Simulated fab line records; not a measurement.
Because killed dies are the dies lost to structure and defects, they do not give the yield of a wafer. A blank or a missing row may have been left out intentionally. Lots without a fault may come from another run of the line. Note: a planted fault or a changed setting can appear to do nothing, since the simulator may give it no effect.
A lot that was struck, set against a sound lot | flow rit-cmos | 15 out of 202 route steps
Sound: the wafers L699.1, L699.4, L699.5. Struck: wafers L719.2, L719.3, L719.5. At the end, the cause is stated.
At each step with rows: each side's tool, then ch and its chambers, then its first start. Under that, the readings that differ: sound wafers | struck wafers | difference of the means | sigmas: that difference in standard deviations of wafers without a fault.
alike: a reading whose means differ by less than 2 such deviations, as well as words and numbers matching on both sides. not compared: withheld readings; readings where some wafer has no value; bounds like >300 that might hide an equal value; numbers whose values overlap and for which the record gives no deviation.
Wherever a step has rows on one side only, a row that says differs or no value, or a row with sigmas, the two part there. Numbers that don't overlap but have no deviation are shown without sigmas and don't part them. A reading missing from all wafers of one side parts the sides only when that side holds two or more wafers.

first, 1 step without rows for these wafers: RIT_CONTACT_HARDBAKE_10 (time 60 s).
RIT_CONTACT_ETCH_11: etches SiO2 in CHF3/CF4/Ar, stops on TiSi2, target depth 480 nm, time 320 s.
  sound on rie-diel-03 ch 1,2,3, day 3 20:01; struck on rie-diel-04 ch 1,2,3, day 8 06:09
  alike: drypump-motor-current-A, oes-product-au, throttle-valve-pct
  not compared: rf-hours-counter-h
RIT_CONTACT_STRIP_12: strips in O2, time 180 s.
  sound on plasma-asher-01 ch 0,1, day 3 20:13; struck on plasma-asher-04 ch 1, day 8 06:20
  alike: drypump-motor-current-A
  not compared: rf-hours-counter-h
RIT_CONTACT_CD_MEAS_90 targets a cd of 1000 nm.
  struck on cd-sem-02, day 8 06:32; sound on cd-sem-02, day 3 20:23
  alike: cd-nm
then, 2 steps without rows for these wafers: RIT_CONTACT_CLEAN_13 (cleans in SC1, time 600 s); RIT_CONTACT_CLEAN_14 (cleans in SC2, time 600 s).
RIT_M1_SPUTTER_00: material Al, target thk 400 nm, time 500 s.
  struck on pvd-sputter-02, day 8 07:00; sound on pvd-sputter-01, day 3 20:52
  alike: throttle-valve-pct
RIT_M1_RS_MEAS_01: uses a four-point probe to measure.
  struck on film-metro-04, day 8 07:19; sound on film-metro-01, day 3 21:10
  reading           | sound                | struck               | difference | sigmas
  M1_AL_RS (ohm/sq) | 0.0728 0.0715 0.0716 | 0.0736 0.0740 0.0743 | +0.0020    | +2
RIT_M1_THK_MEAS_02: measures by xrf.
  struck on film-metro-04, day 8 07:26; sound on film-metro-01, day 3 21:17
  alike: M1_AL_THK
then, 3 steps without rows for these wafers: RIT_M1_HMDS_03 (prime time 60 s); RIT_M1_COAT_04 (resist thk 1281 nm); RIT_M1_SOFTBAKE_05 (time 60 s).
RIT_M1_EXPOSE_06: exposes mask M12, target cd 2600 nm.
  sound on iline-stepper-01 ch 0, day 3 21:55; struck on iline-stepper-02 ch 0, day 8 08:10
  reading                    | sound                | struck               | difference | sigmas
  model.M1.overlay-x-nm (nm) | 0.5805 0.5805 0.5805 | 0.5677 0.5677 0.5677 | -0.0128    |
  alike: mask
next, for these wafers, 1 step has no rows: RIT_M1_PEB_07.
RIT_M1_PROBE_99:
  struck on prober-01, day 8 11:17; sound on prober-02, day 4 01:00
  alike: defect-limited-yield, killed-at-front-end, killed-dies, killed-open, killed-short, sort_bin_3_pad_short, sort_bin_5_function, sort_bin_6_memory, sort-n-pass, sort-yield-pct

WHERE THEY PART
RIT_M1_RS_MEAS_01 only, going by this record. Later steps at which nothing parts them and some readings are alike: RIT_M1_THK_MEAS_02, RIT_M1_EXPOSE_06, RIT_M1_PROBE_99.

WHY: what had been put in by the simulator
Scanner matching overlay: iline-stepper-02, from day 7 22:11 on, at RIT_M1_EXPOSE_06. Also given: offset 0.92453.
